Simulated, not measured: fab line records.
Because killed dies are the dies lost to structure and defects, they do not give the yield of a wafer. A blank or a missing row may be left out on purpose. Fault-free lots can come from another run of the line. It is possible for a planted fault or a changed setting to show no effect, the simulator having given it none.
Tool commonality check | flow berkeley cmos170 | 45 wafers sampled across 15 lots

== WHY IT WAS OPENED ==
At UCB170_GATE_CD_MEAS_12 the reading cd nm is flagged on 4 of 15 lots. Fault-free wafers read 350.0 nm, with a standard deviation of 1.5.
Rule: a lot is flagged in two cases, either no wafer of it has a number, or all its wafers with numbers fall more than 4 standard deviations from that mean. The other lots count as sound.

lot  | measured     | on        | cd nm (nm), wafer by wafer | flag
L627 | day 6 16:04  | cd sem-01 | 350.6 351.9 351.0          |
L628 | day 7 03:35  | cd sem-01 | 349.0 349.8 349.5          |
L629 | day 8 09:16  | cd sem-01 | 350.6 350.1 352.5          |
L631 | day 8 09:22  | cd sem-01 | 349.9 350.2 350.0          |
L630 | day 8 09:44  | cd sem-01 | 350.5 351.0 350.3          |
L633 | day 8 18:32  | cd sem-01 | 350.0 350.4 352.3          |
L634 | day 8 18:47  | cd sem-01 | 352.1 351.1 352.1          |
L636 | day 9 08:22  | cd sem-01 | 378.3 379.0 377.9          | FLAGGED
L635 | day 9 08:38  | cd sem-01 | 378.3 376.6 377.2          | FLAGGED
L637 | day 9 19:16  | cd sem-01 | 363.5 363.3 363.5          | FLAGGED
L639 | day 9 20:23  | cd sem-01 | 362.4 362.1 363.3          | FLAGGED
L641 | day 10 20:38 | cd sem-01 | 348.8 347.5 348.3          |
L647 | day 11 11:24 | cd sem-02 | 349.7 349.3 348.3          |
L649 | day 12 01:15 | cd sem-01 | 350.1 350.6 350.3          |
L648 | day 12 01:26 | cd sem-01 | 349.1 349.6 349.7          |
Average over the flagged lots: 370.4 nm; offset from the usual +20.4 nm, equal to +14 standard deviations.

== WHICH TOOL EACH LOT WENT THROUGH ==
The record keeps 1 process step preceding the reading, out of 331 steps on the route. Each cell gives the tool, then ch followed by the chambers the sampled wafers passed through, then the start.
lot  | flag    | UCB170_GATE_EXPOSE_09
L627 |         | krf scanner-01 ch 0, day 6 15:32
L628 |         | krf scanner-01 ch 0, day 7 03:08
L629 |         | krf scanner-02 ch 0, day 8 08:53
L631 |         | krf scanner-02 ch 0, day 8 08:59
L630 |         | krf scanner-01 ch 0, day 8 09:14
L633 |         | krf scanner-01 ch 0, day 8 18:08
L634 |         | krf scanner-02 ch 0, day 8 18:24
L636 | FLAGGED | krf scanner-01 ch 0, day 9 07:34
L635 | FLAGGED | krf scanner-01 ch 0, day 9 07:47
L637 | FLAGGED | krf scanner-01 ch 0, day 9 18:34
L639 | FLAGGED | krf scanner-01 ch 0, day 9 19:17
L641 |         | krf scanner-02 ch 0, day 10 20:15
L647 |         | krf scanner-02 ch 0, day 11 10:48
L649 |         | krf scanner-02 ch 0, day 12 00:45
L648 |         | krf scanner-02 ch 0, day 12 00:55
These steps, and what they do:
- UCB170_GATE_EXPOSE_09: exposes mask POLY, target cd 350 nm.
- UCB170_GATE_CD_MEAS_12: target cd 350 nm.

== FLAGGED AGAINST TOTAL, ONE TOOL AT A TIME (gauges that did the reading follow at the end) ==
step                   | tool           | lots run | flagged | share of the flagged lots | sound lots run after its first flagged lot
UCB170_GATE_EXPOSE_09  | krf scanner-01 | 8        | 4       | all                       | 0
UCB170_GATE_EXPOSE_09  | krf scanner-02 | 7        | 0       | none                      | -
UCB170_GATE_CD_MEAS_12 | cd sem-01      | 14       | 4       | all                       | 3 (L641,L649,L648)
UCB170_GATE_CD_MEAS_12 | cd sem-02      | 1        | 0       | none                      | -

== THE TABLE: WHAT IT ALLOWS ==
Rows of the table that ran all the flagged lots, 2 in number: krf scanner-01 at UCB170_GATE_EXPOSE_09; cd sem-01 at UCB170_GATE_CD_MEAS_12.
- krf scanner-01 at UCB170_GATE_EXPOSE_09: 4 of its 8 lots flagged. Last sound lot L633 at day 8 18:08, first flagged lot L636 at day 9 07:34; a fault beginning in between fits. Its own readings lie more than 4 standard deviations out on every wafer of the flagged lots: exposure dose mJ cm2.
- cd sem-01 at UCB170_GATE_CD_MEAS_12: 4 of its 14 lots flagged. Sound lots followed the first flagged one (L641, L649, L648) on it, something a lasting fault affecting the whole tool could not allow.
krf scanner-01 at UCB170_GATE_EXPOSE_09 is the single tool remaining.

== WHAT HAD BEEN PUT IN BY THE SIMULATOR ==
Drift in process parameters on krf scanner-01 at UCB170_GATE_EXPOSE_09, starting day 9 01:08. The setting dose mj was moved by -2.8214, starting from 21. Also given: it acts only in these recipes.
Shown lots that were struck: L636, L635, L637, L639. The same result came from the rule above.
